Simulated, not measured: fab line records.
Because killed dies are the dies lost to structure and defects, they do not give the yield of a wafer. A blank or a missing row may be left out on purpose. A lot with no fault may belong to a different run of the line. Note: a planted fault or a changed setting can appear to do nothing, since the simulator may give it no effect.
Tool commonality check :: flow rit cmos :: 15 lots, 54 wafers sampled

WHAT PROMPTED THE OPENING
At RIT_NRETRO_TW_MEAS_10 the reading NRETRO_TW is flagged on 3 of 15 lots. Wafers without a fault read 1045, standard deviation 9.7.
Rule: a lot is flagged when every wafer of it that has a number lies more than 4 standard deviations from that mean, or none has a number. As for the other lots, they are considered sound.

lot: L361
measured: day 2 08:34
on: film metro-04
NRETRO_TW, wafer by wafer: 1054 1050 1052
flag: 

lot: L362
measured: day 2 12:49
on: film metro-02
NRETRO_TW, wafer by wafer: 1053 1045 1050
flag: 

lot: L363
measured: day 2 17:20
on: film metro-04
NRETRO_TW, wafer by wafer: 1049 1052 1055
flag: 

lot: L364
measured: day 2 22:02
on: film metro-02
NRETRO_TW, wafer by wafer: 1051 1051 1049
flag: 

lot: L368
measured: day 3 20:46
on: film metro-04
NRETRO_TW, wafer by wafer: 1046 1052 1044
flag: 

lot: L371
measured: day 4 11:20
on: film metro-04
NRETRO_TW, wafer by wafer: 30 30 30 30 30 30
flag: FLAGGED

lot: L372
measured: day 4 14:55
on: film metro-04
NRETRO_TW, wafer by wafer: 30 30 30 30 30 30
flag: FLAGGED

lot: L373
measured: day 4 20:10
on: film metro-02
NRETRO_TW, wafer by wafer: 30 30 30 30 30 30
flag: FLAGGED

lot: L375
measured: day 5 09:02
on: film metro-04
NRETRO_TW, wafer by wafer: 1046 1044 1045
flag: 

lot: L379
measured: day 6 01:35
on: film metro-04
NRETRO_TW, wafer by wafer: 1042 1038 1040
flag: 

lot: L380
measured: day 6 05:44
on: film metro-03
NRETRO_TW, wafer by wafer: 1031 1026 1030
flag: 

lot: L381
measured: day 6 12:22
on: film metro-04
NRETRO_TW, wafer by wafer: 1044 1036 1048
flag: 

lot: L382
measured: day 6 17:48
on: film metro-03
NRETRO_TW, wafer by wafer: 1022 1033 1025
flag: 

lot: L383
measured: day 6 22:22
on: film metro-03
NRETRO_TW, wafer by wafer: 1028 1028 1034
flag: 

lot: L384
measured: day 7 02:46
on: film metro-03
NRETRO_TW, wafer by wafer: 1040 1043 1043
flag: 
Flagged lots average 30: -1015 relative to the usual, that is -99 or more standard deviations.

LOT BY LOT: THE TOOL USED
The record holds 1 process step before the reading, out of a route of 202 steps. Every cell lists first the tool, next ch and the chambers used by the sampled wafers, and last the start.
lot: L361
flag: 
RIT_PWELL_STRIP_09: plasma asher-04 ch 0,1, day 2 00:28

lot: L362
flag: 
RIT_PWELL_STRIP_09: plasma asher-02 ch 0, day 2 05:26

lot: L363
flag: 
RIT_PWELL_STRIP_09: plasma asher-04 ch 0,1, day 2 09:51

lot: L364
flag: 
RIT_PWELL_STRIP_09: plasma asher-03 ch 0,1, day 2 14:35

lot: L368
flag: 
RIT_PWELL_STRIP_09: plasma asher-03 ch 0,1, day 3 13:35

lot: L371
flag: FLAGGED
RIT_PWELL_STRIP_09: plasma asher-04 ch 0,1, day 4 03:24

lot: L372
flag: FLAGGED
RIT_PWELL_STRIP_09: plasma asher-04 ch 0,1, day 4 07:04

lot: L373
flag: FLAGGED
RIT_PWELL_STRIP_09: plasma asher-04 ch 0,1, day 4 11:58

lot: L375
flag: 
RIT_PWELL_STRIP_09: plasma asher-03 ch 0,1, day 5 02:01

lot: L379
flag: 
RIT_PWELL_STRIP_09: plasma asher-03 ch 0,1, day 5 18:16

lot: L380
flag: 
RIT_PWELL_STRIP_09: plasma asher-03 ch 0,1, day 5 22:06

lot: L381
flag: 
RIT_PWELL_STRIP_09: plasma asher-04 ch 0,1, day 6 05:19

lot: L382
flag: 
RIT_PWELL_STRIP_09: plasma asher-04 ch 0,1, day 6 10:04

lot: L383
flag: 
RIT_PWELL_STRIP_09: plasma asher-03 ch 0,1, day 6 14:31

lot: L384
flag: 
RIT_PWELL_STRIP_09: plasma asher-03 ch 0,1, day 6 19:32
What is done by these steps:
- RIT_PWELL_STRIP_09: strips in O2, time 180 s.
- RIT_NRETRO_TW_MEAS_10

FLAGGED AGAINST TOTAL, ONE TOOL AT A TIME (gauges that did the reading follow at the end)
step: RIT_PWELL_STRIP_09
tool: plasma asher-02
lots run: 1
flagged: 0
share of the flagged lots: none
sound lots run after its first flagged lot: -

step: RIT_PWELL_STRIP_09
tool: plasma asher-03
lots run: 7
flagged: 0
share of the flagged lots: none
sound lots run after its first flagged lot: -

step: RIT_PWELL_STRIP_09
tool: plasma asher-04
lots run: 7
flagged: 3
share of the flagged lots: all
sound lots run after its first flagged lot: 2 (L381,L382)

step: RIT_NRETRO_TW_MEAS_10
tool: film metro-02
lots run: 3
flagged: 1
share of the flagged lots: some
sound lots run after its first flagged lot: 0

step: RIT_NRETRO_TW_MEAS_10
tool: film metro-03
lots run: 4
flagged: 0
share of the flagged lots: none
sound lots run after its first flagged lot: -

step: RIT_NRETRO_TW_MEAS_10
tool: film metro-04
lots run: 8
flagged: 2
share of the flagged lots: some
sound lots run after its first flagged lot: 3 (L375,L379,L381)

WHAT IS ALLOWED BY THE TABLE
Rows of the table that ran each flagged lot: 1, that is plasma asher-04 at RIT_PWELL_STRIP_09.
- plasma asher-04 at RIT_PWELL_STRIP_09: 3 of its 7 lots flagged. Sound lots ran on it after the first flagged one (L381, L382), which a lasting fault on the whole tool wouldn't allow. On the flagged lots its readings are blank where sound lots have values: chamber pressure mTorr, drypump motor current A.
No row of the table ran every flagged lot and no sound lot after the first.

WHAT WAS PUT IN BY THE SIMULATOR
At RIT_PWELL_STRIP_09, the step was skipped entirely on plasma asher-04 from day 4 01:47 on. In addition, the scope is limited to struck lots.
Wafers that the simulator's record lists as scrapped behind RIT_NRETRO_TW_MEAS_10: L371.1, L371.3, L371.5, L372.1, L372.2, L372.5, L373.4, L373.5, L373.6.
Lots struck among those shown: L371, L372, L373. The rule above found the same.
